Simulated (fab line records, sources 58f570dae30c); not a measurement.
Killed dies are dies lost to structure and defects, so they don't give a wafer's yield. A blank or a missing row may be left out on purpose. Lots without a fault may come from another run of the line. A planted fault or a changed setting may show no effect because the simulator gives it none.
Which tool did it? | flow berkeley_cmos170 | 15 lots, 45 wafers sampled, at 5 steps of a route of 331

WHAT THE GAUGES READ, wafer by wafer
UCB170_PLDD_OVL_MEAS_07. Usual: PLDD_OVL 0 nm, standard deviation 5.1.
lot  | measured     | on         | PLDD_OVL (nm) | flag
L823 | day 7 05:19  | overlay-01 | -4 2 -1       |
L822 | day 7 05:26  | overlay-01 | 2 3 -1        |
L824 | day 7 17:07  | overlay-01 | -2 -3 -3      |
L825 | day 8 06:19  | overlay-02 | 3 -6 -8       |
L827 | day 8 06:35  | overlay-01 | 8 4 -1        |
L826 | day 8 06:58  | overlay-02 | 3 4 -1        |
L828 | day 8 20:35  | overlay-01 | 1 0 -1        |
L830 | day 9 04:48  | overlay-01 | -2 -1 3       |
L833 | day 10 02:00 | overlay-02 | 1 4 5         |
L837 | day 10 07:58 | overlay-01 | 11 2 10       |
L840 | day 11 10:34 | overlay-01 | 92 97 92      | OFF
L842 | day 11 15:33 | overlay-02 | 103 112 102   | OFF
L843 | day 11 15:44 | overlay-02 | 107 103 103   | OFF
L845 | day 12 00:28 | overlay-02 | 1 6 8         |
L844 | day 12 00:39 | overlay-01 | 3 -2 -2       |

UCB170_NLDD_OVL_MEAS_07. Usual: NLDD_OVL 3 nm, standard deviation 6.6.
lot  | measured     | on         | NLDD_OVL (nm) | flag
L823 | day 7 07:56  | overlay-01 | 8 2 2         |
L822 | day 7 08:33  | overlay-01 | 1 -3 -6       |
L824 | day 7 19:09  | overlay-01 | 4 7 4         |
L825 | day 8 07:59  | overlay-02 | -6 2 -2       |
L827 | day 8 08:21  | overlay-01 | 3 13 5        |
L826 | day 8 08:41  | overlay-01 | 3 3 7         |
L828 | day 8 22:16  | overlay-01 | -1 1 -2       |
L830 | day 9 06:38  | overlay-02 | -5 -2 4       |
L833 | day 10 04:10 | overlay-02 | 12 17 4       |
L837 | day 10 11:20 | overlay-02 | 12 7 11       |
L840 | day 11 12:40 | overlay-02 | 8 8 7         |
L842 | day 11 18:11 | overlay-01 | 0 12 7        |
L843 | day 11 18:14 | overlay-02 | 13 3 11       |
L845 | day 12 02:21 | overlay-01 | -5 4 -10      |
L844 | day 12 02:37 | overlay-01 | 5 6 9         |

UCB170_CONTACT_OVL_MEAS_16. Usual: CONTACT_OVL -7 nm, standard deviation 5.
lot  | measured     | on         | CONTACT_OVL (nm) | flag
L823 | day 8 03:36  | overlay-01 | -8 -11 -13       |
L822 | day 8 03:52  | overlay-02 | -3 -9 -5         |
L824 | day 8 13:46  | overlay-01 | -1 -12 -4        |
L825 | day 9 01:30  | overlay-01 | 1 -8 1           |
L827 | day 9 02:24  | overlay-02 | -12 -8 -13       |
L826 | day 9 02:05  | overlay-01 | -17 -16 -11      |
L828 | day 9 16:42  | overlay-01 | -18 -9 -7        |
L830 | day 10 00:30 | overlay-02 | -2 -10 0         |
L833 | day 10 21:20 | overlay-01 | -9 -1 -4         |
L837 | day 11 01:22 | overlay-02 | -3 -9 -5         |
L840 | day 12 07:50 | overlay-02 | -10 -14 -15      |
L842 | day 12 14:59 | overlay-02 | -13 -9 -6        |
L843 | day 12 11:16 | overlay-02 | -4 -13 0         |
L845 | day 12 21:13 | overlay-02 | -6 -9 -4         |
L844 | day 12 20:47 | overlay-02 | -8 -8 -9         |

WHICH TOOL RAN EACH LOT (tool, then ch and the chambers of the sampled wafers, then the start)
lot  | UCB170_PLDD_EXPOSE_03             | UCB170_SPACER_CVD_00
L823 | krf_scanner-01 ch 0, day 7 04:28  | pecvd-02 ch 1,2, day 7 08:46
L822 | krf_scanner-01 ch 0, day 7 04:34  | pecvd-01 ch 0,1,2, day 7 09:22
L824 | krf_scanner-02 ch 0, day 7 15:52  | pecvd-02 ch 1,2, day 7 21:27
L825 | krf_scanner-01 ch 0, day 8 05:19  | pecvd-02 ch 0,1,2, day 8 08:39
L827 | krf_scanner-01 ch 0, day 8 05:40  | pecvd-02 ch 0,1, day 8 09:01
L826 | krf_scanner-01 ch 0, day 8 06:08  | pecvd-02 ch 0,1, day 8 09:20
L828 | krf_scanner-02 ch 0, day 8 20:02  | pecvd-02 ch 0,1,2, day 8 22:58
L830 | krf_scanner-02 ch 0, day 9 03:50  | pecvd-01 ch 0,1, day 9 07:19
L833 | krf_scanner-01 ch 0, day 10 01:22 | pecvd-02 ch 0,1, day 10 05:12
L837 | krf_scanner-02 ch 0, day 10 06:50 | pecvd-03 ch 1,2, day 10 11:59
L840 | krf_scanner-01 ch 0, day 11 09:53 | pecvd-02 ch 0,1,2, day 11 13:32
L842 | krf_scanner-01 ch 0, day 11 14:56 | pecvd-01 ch 0,1, day 11 19:02
L843 | krf_scanner-01 ch 0, day 11 15:16 | pecvd-02 ch 0,2, day 11 18:58
L845 | krf_scanner-02 ch 0, day 11 23:44 | pecvd-02 ch 1,2, day 12 03:14
L844 | krf_scanner-02 ch 0, day 12 00:04 | pecvd-01 ch 1, day 12 03:37
- UCB170_PLDD_EXPOSE_03: exposes mask PSELECT, target cd 1200 nm.
- UCB170_SPACER_CVD_00: deposits SiO2 from TEOS/O2, target thk 376 nm, time 47 s.

WHAT THE TOOLS THEMSELVES READ (means of the sampled wafers that have a number; where no wafer has one, the mark that the record gives instead)
UCB170_PLDD_EXPOSE_03. Usual: stage_vel_mm_s 500.07 mm/s, standard deviation 0.28.
lot  | tool           | stage_vel_mm_s (mm/s) | flag
L823 | krf_scanner-01 | 499.79                |
L822 | krf_scanner-01 | 500.11                |
L824 | krf_scanner-02 | 500.04                |
L825 | krf_scanner-01 | 499.56                |
L827 | krf_scanner-01 | 500.12                |
L826 | krf_scanner-01 | 500.22                |
L828 | krf_scanner-02 | 499.97                |
L830 | krf_scanner-02 | 499.90                |
L833 | krf_scanner-01 | 499.67                |
L837 | krf_scanner-02 | 500.02                |
L840 | krf_scanner-01 | 500.24                |
L842 | krf_scanner-01 | 500.21                |
L843 | krf_scanner-01 | 499.92                |
L845 | krf_scanner-02 | 500.55                |
L844 | krf_scanner-02 | 500.01                |

UCB170_SPACER_CVD_00. Usual: heater_power_w 249 W, standard deviation 53.
lot  | tool     | heater_power_w (W) | flag
L823 | pecvd-02 | 243                |
L822 | pecvd-01 | 229                |
L824 | pecvd-02 | 239                |
L825 | pecvd-02 | 256                |
L827 | pecvd-02 | 232                |
L826 | pecvd-02 | 270                |
L828 | pecvd-02 | 260                |
L830 | pecvd-01 | 231                |
L833 | pecvd-02 | 220                |
L837 | pecvd-03 | 381                |
L840 | pecvd-02 | 255                |
L842 | pecvd-01 | 199                |
L843 | pecvd-02 | 227                |
L845 | pecvd-02 | 259                |
L844 | pecvd-01 | 213                |

THE ANSWER, worked out from the rows above alone
Rule: a lot is off if the mean of its wafers that have a number lies more than 3 standard deviations from the usual mean. A lot without any number at a reading at which 4 lots or more have one is off too. The other lots that the step has rows for count as sound. The gauges are gone through in route order, then the tools' own readings, and for those a lot's mean is taken as printed above. The first step at which some lot is off is used, and at that step the reading that is off furthest; a lot without a number counts as furthest.
Off: L840, L842, L843, at UCB170_PLDD_OVL_MEAS_07 (PLDD_OVL).
A tool fits if, at a process step before that reading, it ran every lot that is off, and no sound lot after the first of them. The gauges at UCB170_PLDD_OVL_MEAS_07 are tried like those tools. One fits: krf_scanner-01 at UCB170_PLDD_EXPOSE_03. Its last sound lot is L833 (day 10 01:22), its first lot that is off L840 (day 11 09:53): a fault that began between those two fits.

WHAT THE SIMULATOR HAD PUT IN
Scanner matching overlay: krf_scanner-01, from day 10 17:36 on, at UCB170_PLDD_EXPOSE_03. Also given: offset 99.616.
Lots struck among those shown: L840, L842, L843. The rule above found the same.
